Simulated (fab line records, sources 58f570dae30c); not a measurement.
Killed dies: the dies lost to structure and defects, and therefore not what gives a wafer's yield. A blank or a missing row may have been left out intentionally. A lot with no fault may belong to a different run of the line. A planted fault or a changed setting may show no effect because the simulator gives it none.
fab line records	flow berkeleyCmos170
record: lots: 5	wafers: 23
route steps=331 shown M3@310
startH: hours from the record's opening day to when the first of the lot's shown wafers began	waitH: hours since the lot's step before	" as in the row above	L1.1+2: one row covering several wafers at once	- value missing, or start not given	* or withheld: withheld	< > ~ a bound
route shown NAME@n: NAME is a module with steps in the file, n the number in the route of the first one	usual: mean/standard deviation taken from wafers without a fault	same: alike in all rows	chamber/n: place in a boat	sites: the reading at each site	_std_site: the standard deviation of these	_edge_site: the outer-site mean with the inner-site mean subtracted	radiusMm: for every site, how far away it sits from the centre of the wafer	mask NAME#n: copy n	behind: the most recent tool/chamber to have shaped the wafer	hold: what put the lot on hold/how long, in hours/how the hold closed	device: names the non-switching transistor (n, p or np)	end of line: tests run on the same wafers once the route is complete	a step without rows: its recipe alone	killed: dies lost to structure and defects at the first sort, not the wafer's yield	map: a wafer's dies, marking killed ones x, the rest . and places with no die _
set.NAME: the setting as run; set.NAME@STEP: as run at that earlier step	model.NAME: the simulator's own value behind a step, which no gauge read
lots where settings were altered on purpose, with a table for each step and a row for each wafer
== steps ==
step: UCB170_M3_SPUTTER_01
recipe: material: Al	targetThkNm: 900	timeS: 120	powerW: 6000	chamberPressurePa: 0.5
lot.wafer	tool	chamber	startH	waitH	set.timeS	model.Al_of_M3_SPUTTER_01.thkNm
L074.1	pvdSputter-03	-	203.45	0.0	120	890.6
L074.2	"	-	"	"	120	885.4
L074.3	"	-	"	"	120	896.6
L074.4	"	-	"	"	120	891.9
L074.6	"	-	"	"	120	894
L077.1	pvdSputter-03	-	247.66	0.0	109.1	807.8
L077.2	"	-	"	"	109.1	815.5
L077.3	"	-	"	"	120	903.3
L077.5	"	-	"	"	109.1	811.6
L077.6	"	-	"	"	120	896.5
L083.1	pvdSputter-04	-	278.16	0.0	120	875.7
L083.3	"	-	"	"	120	876.3
L083.4	"	-	"	"	115.4	848.3
L083.5	"	-	"	"	120	879.9
L083.6	"	-	"	"	115.4	845.6
L085.1	pvdSputter-03	-	278.28	0.0	124.7	946.3
L085.2	"	-	"	"	120	906.7
L085.3	"	-	"	"	124.7	938.6
L085.4	"	-	"	"	124.7	927.8
L085.5	"	-	"	"	120	911.8
L080.1	pvdSputter-04	-	278.61	0.0	120	909.7
L080.3	"	-	"	"	120	889.9
L080.4	"	-	"	"	120	890.1
step: UCB170_M3_RS_MEAS_02
recipe: thkMeasGauge: four-point-probe	reads: Al_of_M3_SPUTTER_01
usual: M3_AL_RS: 0.0324/0.00034
lot.wafer	tool	chamber	startH	waitH	set.timeS@M3_SPUTTER_01	M3_AL_RS[ohm/sq]
L074.1	filmMetro-02	-	203.54	0.0	120	0.0325
L074.2	"	-	"	"	120	0.0326
L074.3	"	-	"	"	120	0.0323
L074.4	"	-	"	"	120	0.0324
L074.6	"	-	"	"	120	0.0324
L077.1	filmMetro-01	-	247.74	0.0	109.1	0.0359
L077.2	"	-	"	"	109.1	0.0356
L077.3	"	-	"	"	120	0.0321
L077.5	"	-	"	"	109.1	0.0358
L077.6	"	-	"	"	120	0.0323
L083.1	filmMetro-01	-	278.24	0.0	120	0.0331
L083.3	"	-	"	"	120	0.0331
L083.4	"	-	"	"	115.4	0.0342
L083.5	"	-	"	"	120	0.0329
L083.6	"	-	"	"	115.4	0.0343
L085.1	filmMetro-04	-	278.36	0.0	124.7	0.0305
L085.2	"	-	"	"	120	0.0319
L085.3	"	-	"	"	124.7	0.0308
L085.4	"	-	"	"	124.7	0.0311
L085.5	"	-	"	"	120	0.0317
L080.1	filmMetro-01	-	278.69	0.0	120	0.0318
L080.3	"	-	"	"	120	0.0325
L080.4	"	-	"	"	120	0.0325
step: UCB170_M3_THK_MEAS_03
recipe: thkMeasGauge: xrf	reads: Al_of_M3_SPUTTER_01
usual: M3_AL_THK: 894/9.7
lot.wafer	tool	chamber	startH	waitH	set.timeS@M3_SPUTTER_01	M3_AL_THK[nm]
L074.1	filmMetro-02	-	203.66	0.1	120	894
L074.2	"	-	"	"	120	891
L074.3	"	-	"	"	120	895
L074.4	"	-	"	"	120	898
L074.6	"	-	"	"	120	899
L077.1	filmMetro-01	-	247.86	0.1	109.1	808
L077.2	"	-	"	"	109.1	816
L077.3	"	-	"	"	120	904
L077.5	"	-	"	"	109.1	817
L077.6	"	-	"	"	120	897
L083.1	filmMetro-01	-	278.36	0.1	120	880
L083.3	"	-	"	"	120	877
L083.4	"	-	"	"	115.4	844
L083.5	"	-	"	"	120	881
L083.6	"	-	"	"	115.4	851
L085.1	filmMetro-04	-	278.48	0.1	124.7	949
L085.2	"	-	"	"	120	912
L085.3	"	-	"	"	124.7	944
L085.4	"	-	"	"	124.7	928
L085.5	"	-	"	"	120	916
L080.1	filmMetro-01	-	278.81	0.1	120	906
L080.3	"	-	"	"	120	891
L080.4	"	-	"	"	120	890
step: UCB170_M3_EXPOSE_12
recipe: maskId: METAL3	targetCdNm: 700	na: 0.5	sigmaOuter: 0.6	sourceShape: conventional	doseMj: 26
lot.wafer	tool	chamber	startH	waitH	mask	set.doseMj
L074.1+2+4	krfScanner-02	0	-	-	METAL3#0	26
L074.3+6	"	0	"	"	METAL3#0	27.43
L077.1+3+6	krfScanner-02	0	249.42	-	METAL3#0	26.78
L077.2+5	"	0	"	"	METAL3#0	26
L083.1+5	krfScanner-01	0	-	-	METAL3#0	24.59
L083.3+4+6	"	0	"	"	METAL3#0	26
L085.1+4	krfScanner-01	0	-	-	METAL3#0	26.96
L085.2+3+5	"	0	"	"	METAL3#0	26
L080.1+3+4	krfScanner-02	0	-	-	METAL3#0	26
step: UCB170_M3_PEB_13
recipe: pebTempC: 130	pebTimeS: withheld	resist: KrF
step: UCB170_M3_DEVELOP_14
recipe: developer: TMAH	developTimeS: 45	resist: KrF	devTempC: 21
step: UCB170_M3_CD_MEAS_15
recipe: targetCdNm: 700
usual: cdNm: 699.8/1.3
lot.wafer	tool	chamber	startH	waitH	set.doseMj@M3_EXPOSE_12	cdNm
L074.1	cdSem-01	-	206.97	-	26	698.1
L074.2	"	-	"	"	26	697.7
L074.3	"	-	"	"	27.43	688.9
L074.4	"	-	"	"	26	698.8
L074.6	"	-	"	"	27.43	689.3
L077.1	cdSem-02	-	249.87	-	26.78	694.7
L077.2	"	-	"	"	26	701.1
L077.3	"	-	"	"	26.78	695.0
L077.5	"	-	"	"	26	700.5
L077.6	"	-	"	"	26.78	694.6
L083.1	cdSem-02	-	282.10	-	24.59	708.3
L083.3	"	-	"	"	26	698.2
L083.4	"	-	"	"	26	697.8
L083.5	"	-	"	"	24.59	708.0
L083.6	"	-	"	"	26	698.9
L085.1	cdSem-01	-	282.92	-	26.96	693.7
L085.2	"	-	"	"	26	700.4
L085.3	"	-	"	"	26	697.9
L085.4	"	-	"	"	26.96	693.0
L085.5	"	-	"	"	26	700.9
L080.1	cdSem-01	-	283.65	-	26	698.3
L080.3	"	-	"	"	26	699.0
L080.4	"	-	"	"	26	698.6
step: UCB170_M3_ETCH_17
recipe: chemistry: N2/H2	targetDepthA: withheld	overetchA: withheld	target: BARC	timeS: withheld	sourceW: 500	biasW: 100	pressureMtorr: 30	n2FlowSccm: 100	h2FlowSccm: 200
lot.wafer	tool	chamber	startH	waitH	set.doseMj@M3_EXPOSE_12	model.M3.cdNm
L074.1	rieDiel-01	0	207.12	0.0	26	699
L074.2	"	3	"	"	26	697.3
L074.3	"	2	"	"	27.43	689.3
L074.4	"	1	"	"	26	698
L074.6	"	3	"	"	27.43	689.8
L077.1	rieDiel-04	2	250.02	0.0	26.78	693.7
L077.2	"	0	"	"	26	700.9
L077.3	"	1	"	"	26.78	693.5
L077.5	"	2	"	"	26	698.8
L077.6	"	0	"	"	26.78	694.9
L083.1	rieDiel-04	1	282.26	0.0	24.59	707.5
L083.3	"	2	"	"	26	697.2
L083.4	"	3	"	"	26	696.5
L083.5	"	3	"	"	24.59	706.7
L083.6	"	2	"	"	26	697.5
L085.1	rieDiel-01	1	283.07	0.0	26.96	693.5
L085.2	"	3	"	"	26	700.8
L085.3	"	2	"	"	26	699.8
L085.4	"	3	"	"	26.96	692.9
L085.5	"	2	"	"	26	702.9
L080.1	rieDiel-01	2	283.81	0.0	26	700.1
L080.3	"	3	"	"	26	698.4
L080.4	"	2	"	"	26	699.9
step: UCB170_M3_METAL_ETCH_18
recipe: chemistry: Cl2/BCl3	target: Al	stopOn: SiO2	pressureMtorr: 11.8	targetDepthA: 11700	overEtchFrac: 0.3	timeS: 195	icpW: 600	biasW: 120	Cl2_flow_sccm: 90	bcl3FlowSccm: 45
lot.wafer	tool	chamber	startH	waitH	set.timeS@M3_SPUTTER_01	set.doseMj@M3_EXPOSE_12	model.M3.featureDepthNm	model.etch.depthNm	model.M3.cdNm
L074.1	rieMetal-04	1	207.16	-	120	26	945.2	890.6	698.9
L074.2	"	0	"	"	120	26	940.4	885.4	699.6
L074.3	"	1	"	"	120	27.43	951.4	896.6	691.7
L074.4	"	0	"	"	120	26	946.8	891.9	704.1
L074.6	"	1	"	"	120	27.43	948.3	894	690.3
L077.1	rieMetal-03	0	250.07	-	109.1	26.78	-	-	697.5
L077.2	"	0	"	"	109.1	26	-	-	700.5
L077.3	"	0	"	"	120	26.78	959.3	903.3	693.6
L077.5	"	0	"	"	109.1	26	-	-	699.7
L077.6	"	0	"	"	120	26.78	952.5	896.5	695.3
L083.1	rieMetal-01	0	282.30	-	120	24.59	933.7	875.7	708.6
L083.3	"	0	"	"	120	26	934.3	876.3	698.7
L083.4	"	1	"	"	115.4	26	907.3	848.3	693.9
L083.5	"	0	"	"	120	24.59	937.9	879.9	709.5
L083.6	"	1	"	"	115.4	26	905.2	845.6	694.9
L085.1	rieMetal-03	1	283.11	-	124.7	26.96	1001	946.3	701.8
L085.2	"	1	"	"	120	26	960.9	906.7	708.2
L085.3	"	1	"	"	124.7	26	992.9	938.6	707.7
L085.4	"	1	"	"	124.7	26.96	981.8	927.8	700.8
L085.5	"	1	"	"	120	26	966.4	911.8	711.1
L080.1	rieMetal-01	0	283.85	-	120	26	967.6	909.7	703.9
L080.3	"	0	"	"	120	26	947.8	889.9	703.1
L080.4	"	1	"	"	120	26	949.2	890.1	696.3
step: UCB170_M3_STRIP_19
recipe: chemistry: O2	powerW: 400	pressureMtorr: 3500	platenTempC: withheld	o2FlowSccm: 400	overashFraction: 0.5
step: UCB170_M3_CD_MEAS_90
recipe: targetCdNm: 700
usual: cdNm: 702/4.7
lot.wafer	tool	chamber	startH	waitH	set.doseMj@M3_EXPOSE_12	cdNm
L074.1	cdSem-02	-	207.45	0.1	26	699
L074.2	"	-	"	"	26	699
L074.3	"	-	"	"	27.43	692
L074.4	"	-	"	"	26	704
L074.6	"	-	"	"	27.43	690
L077.1	cdSem-02	-	250.54	0.1	26.78	697
L077.2	"	-	"	"	26	700
L077.3	"	-	"	"	26.78	693
L077.5	"	-	"	"	26	700
L077.6	"	-	"	"	26.78	695
L083.1	cdSem-01	-	282.65	0.1	24.59	708
L083.3	"	-	"	"	26	699
L083.4	"	-	"	"	26	694
L083.5	"	-	"	"	24.59	709
L083.6	"	-	"	"	26	695
L085.1	cdSem-02	-	283.59	0.1	26.96	701
L085.2	"	-	"	"	26	708
L085.3	"	-	"	"	26	708
L085.4	"	-	"	"	26.96	701
L085.5	"	-	"	"	26	711
L080.1	cdSem-02	-	284.20	0.1	26	704
L080.3	"	-	"	"	26	703
L080.4	"	-	"	"	26	696
== key ==
split: step: UCB170_M3_SPUTTER_01	setting: timeS	stated: 120	by: wafer
response: step: UCB170_M3_SPUTTER_01	reading: model.Al_of_M3_SPUTTER_01.thkNm	change: +9.14	per: 1%	r: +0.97
response: step: UCB170_M3_RS_MEAS_02	reading: M3_AL_RS	change: -0.000364	per: 1%	r: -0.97
response: step: UCB170_M3_THK_MEAS_03	reading: M3_AL_THK	change: +9.02	per: 1%	r: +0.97
response: step: UCB170_M3_METAL_ETCH_18	reading: model.M3.featureDepthNm	change: +7.39	per: 1%	r: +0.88
response: step: UCB170_M3_METAL_ETCH_18	reading: model.etch.depthNm	change: +7.57	per: 1%	r: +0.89
split: step: UCB170_M3_EXPOSE_12	setting: doseMj	stated: 26	by: wafer
response: step: UCB170_M3_CD_MEAS_15	reading: cdNm	change: -1.76	per: 1%	r: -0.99
response: step: UCB170_M3_ETCH_17	reading: model.M3.cdNm	change: -1.8	per: 1%	r: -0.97
response: step: UCB170_M3_METAL_ETCH_18	reading: model.M3.cdNm	change: -2.04	per: 1%	r: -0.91
response: step: UCB170_M3_CD_MEAS_90	reading: cdNm	change: -2.02	per: 1%	r: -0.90
